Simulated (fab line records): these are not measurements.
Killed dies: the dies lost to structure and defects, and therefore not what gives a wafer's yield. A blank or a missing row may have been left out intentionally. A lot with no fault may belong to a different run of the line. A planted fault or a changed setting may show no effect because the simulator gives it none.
One fault seen from 2 desks || flow berkeley_cmos170 || each desk has only its own numbers; what lay behind them comes last

## TOOL OWNER'S DESK, rie_diel-04
The tool's own readings at UCB170_NWELL_ETCH_13 (etches Si3N4 in CH3F/Ar/O2, stops on SiO2, target depth 246.4 nm, time 154 s): means of the sampled wafers that have a number, for each lot that ran on this tool. Marked OUT: a lot whose mean sits more than 4 standard deviations from the usual mean, which makes it out of limits; the brackets give that distance.
Columns: A = drypump_motor_current_A at UCB170_NWELL_ETCH_13, usual 5.7 A; B = oes_product_au at UCB170_NWELL_ETCH_13, usual 0.941 a.u.; C = throttle_valve_pct at UCB170_NWELL_ETCH_13, usual 8.05 %
{"lot": "L651", "first seen here": "day 2 19:53", "A": 6.0, "B": 0.916, "C": 8.14}
{"lot": "L655", "first seen here": "day 3 08:09", "A": 5.6, "B": 0.926, "C": 7.95}
{"lot": "L658", "first seen here": "day 4 00:49", "A": 5.2, "B": 0.947, "C": 8.12}
{"lot": "L660", "first seen here": "day 4 09:20", "A": 5.6, "B": 0.940, "C": 8.08}
{"lot": "L664", "first seen here": "day 4 22:31", "A": 5.6, "B": 0.940, "C": 7.95}
{"lot": "L666", "first seen here": "day 5 22:44", "A": 5.6, "B": 0.927, "C": 8.19}
Finding of this desk: none of the 6 lots has anything out of limits.

## THE METROLOGY DESK
Lot by lot, what the gauges showed, no matter which tool ran the lot: averages of those sampled wafers that carry a number. Marked OUT: a lot whose mean sits more than 4 standard deviations from the usual mean, which makes it out of limits; the brackets give that distance.
Columns: A = M3_OVL at UCB170_M3_OVL_MEAS_16, usual -5 nm
{"lot": "L657", "first seen here": "day 9 23:10", "A": -7}
{"lot": "L651", "first seen here": "day 9 23:26", "A": -11}
{"lot": "L655", "first seen here": "day 10 00:05", "A": -9}
{"lot": "L656", "first seen here": "day 10 00:54", "A": -4}
{"lot": "L654", "first seen here": "day 10 01:41", "A": -5}
{"lot": "L658", "first seen here": "day 10 10:36", "A": -1}
{"lot": "L660", "first seen here": "day 11 04:55", "A": 0}
{"lot": "L664", "first seen here": "day 11 05:45", "A": -5}
{"lot": "L665", "first seen here": "day 12 00:42", "A": 4}
{"lot": "L666", "first seen here": "day 12 12:46", "A": -10}
{"lot": "L670", "first seen here": "day 12 16:15", "A": -7}
{"lot": "L673", "first seen here": "day 13 11:46", "A": -15}
{"lot": "L674", "first seen here": "day 13 12:47", "A": -4}
{"lot": "L672", "first seen here": "day 13 13:23", "A": 0}
Finding of this desk: none of the 14 lots has anything out of limits.

## ALL TOGETHER
The tool owner's desk saw nothing out of limits.
At the metrology desk, nothing out of limits was observed.

## WHAT WAS PUT IN BY THE SIMULATOR
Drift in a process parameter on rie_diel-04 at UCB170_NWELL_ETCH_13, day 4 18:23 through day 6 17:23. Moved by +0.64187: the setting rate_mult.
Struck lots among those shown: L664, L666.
